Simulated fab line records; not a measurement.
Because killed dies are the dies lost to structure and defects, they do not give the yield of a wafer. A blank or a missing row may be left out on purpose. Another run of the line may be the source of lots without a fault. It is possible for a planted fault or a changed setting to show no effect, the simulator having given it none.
Struck lot and sound lot, side by side    flow berkeleyCmos170    22 steps out of a route of 331
Sound: wafers L989.2, L989.4, L989.6. Struck: wafers L105.3, L105.4, L105.5. The cause comes at the end.
Order at every step that has rows: each side's tool, ch and its chambers, its first start. Under that, the readings that differ: sound wafers    struck wafers    difference of the means    sigmas: that difference in standard deviations of wafers without a fault.
alike: a reading whose means differ by less than 2 such deviations, as well as words and numbers matching on both sides. not compared: withheld readings; readings where some wafer has no value; bounds like >300 that might hide an equal value; numbers whose values overlap and for which the record gives no deviation.
A row with sigmas, a row that says differs or no value, or rows on one side alone: a step with any of these is where the two part. Non-overlapping numbers with no deviation appear without sigmas and do not part them. Lack of a reading on every wafer of one side parts them only where that side has two or more wafers.

first, 3 steps without rows for these wafers: UCB170_FIELD_WET_ETCH_04 (etches SiO2 in dHF, time 60 s); UCB170_FIELD_WET_ETCH_05 (etches Si3N4 in H3PO4, time 12600 s); UCB170_FIELD_WET_ETCH_06 (etches SiO2 in BOE, time 22 s).
UCB170_FIELD_THK_MEAS_90:
  struck on filmMetro-01, day 8 14:24; sound on filmMetro-02, day 5 11:43
reading                      sound        struck       difference  sigmas
FIELD_OXIDE_LEFT_1_THK (nm)  426 418 414  446 445 456  +30         +2
then, 2 steps without rows for these wafers: UCB170_SACOX_CLEAN_00 (cleans in dHF, time 7.5 s); UCB170_SACOX_OXIDATION_01 (target thk 14.4 nm, ox time 2400 s).
UCB170_SACOX_THK_MEAS_02:
  struck on filmMetro-04, day 8 17:19; sound on filmMetro-01, day 5 15:05
  alike: SACOX_OXIDE_THK
then, 2 steps without rows for these wafers: UCB170_SCREENOX_WET_ETCH_00 (etches SiO2 in dHF, time 200 s); UCB170_SCREENOX_OXIDATION_01 (target thk 14.4 nm, ox time 2400 s).
UCB170_SCREENOX_THK_MEAS_02:
  struck on filmMetro-04, day 8 20:52; sound on filmMetro-03, day 5 17:17
  alike: SCREENOX_OXIDE_THK
then, 2 steps without rows for these wafers: UCB170_SCREENOX_ANNEAL_03 (time 900 s); UCB170_NVT_HMDS_00 (prime time 60 s).
UCB170_NVT_COAT_01: resist thk 900 nm.
  sound on lithoTrack-04 ch 0, day 5 22:46; struck on lithoTrack-01 ch 0, day 9 05:08
reading                              sound              struck             difference  sigmas
model.KrF_of_NVT_COAT_01.thkNm (nm)  902.6 902.5 901.5  773.4 773.9 773.3  -128.7      
  alike: chillPlateTempC
then, 3 steps without rows for these wafers: UCB170_NVT_SOFTBAKE_02 (time 60 s); UCB170_NVT_EXPOSE_03 (exposes mask PWELL, target cd 3000 nm); UCB170_NVT_PEB_04.
UCB170_NVT_DEVELOP_05: develop time 45 s.
  sound on lithoTrack-01 ch 0; struck on lithoTrack-02 ch 0
reading                              sound              struck             difference  sigmas
model.KrF_of_NVT_COAT_01.thkNm (nm)  888.4 888.3 887.3  759.2 759.7 759.1  -128.7      
  alike: chillPlateTempC
UCB170_NVT_OVL_MEAS_06:
  struck on overlay-02, day 9 05:47; sound on overlay-01, day 6 00:08
reading       sound        struck   difference  sigmas
NVT_OVL (nm)  -17 -21 -16  2 -8 -1  +16         +2
after that, 1 step had no rows for these wafers: UCB170_NVT_IMPLANT_07.
UCB170_NVT_STRIP_08: strips in O2.
  sound on plasmaAsher-01 ch 0, day 6 00:19; struck on plasmaAsher-01 ch 0,1, day 9 05:59
reading                   sound              struck             difference  sigmas
stripTimeToEndpointS (s)  21.69 21.71 21.68  18.58 18.61 18.59  -3.10       -50
  alike: drypumpMotorCurrentA, oesProductAu
  not compared: rfHoursCounterH
UCB170_NVT_TW_MEAS_09:
  struck on filmMetro-03, day 9 06:04; sound on filmMetro-01, day 6 00:25
reading  sound        struck       difference  sigmas
NVT_TW   536 537 537  522 522 522  -15         -3
UCB170_M3_PROBE_99:
  the record holds rows for the sound wafers here (prober-02, day 8 10:16) but none for the struck ones

== WHERE THEY PART ==
Earliest at UCB170_FIELD_THK_MEAS_90; latest, in this record, at UCB170_M3_PROBE_99.

WHY: the cause the simulator had injected
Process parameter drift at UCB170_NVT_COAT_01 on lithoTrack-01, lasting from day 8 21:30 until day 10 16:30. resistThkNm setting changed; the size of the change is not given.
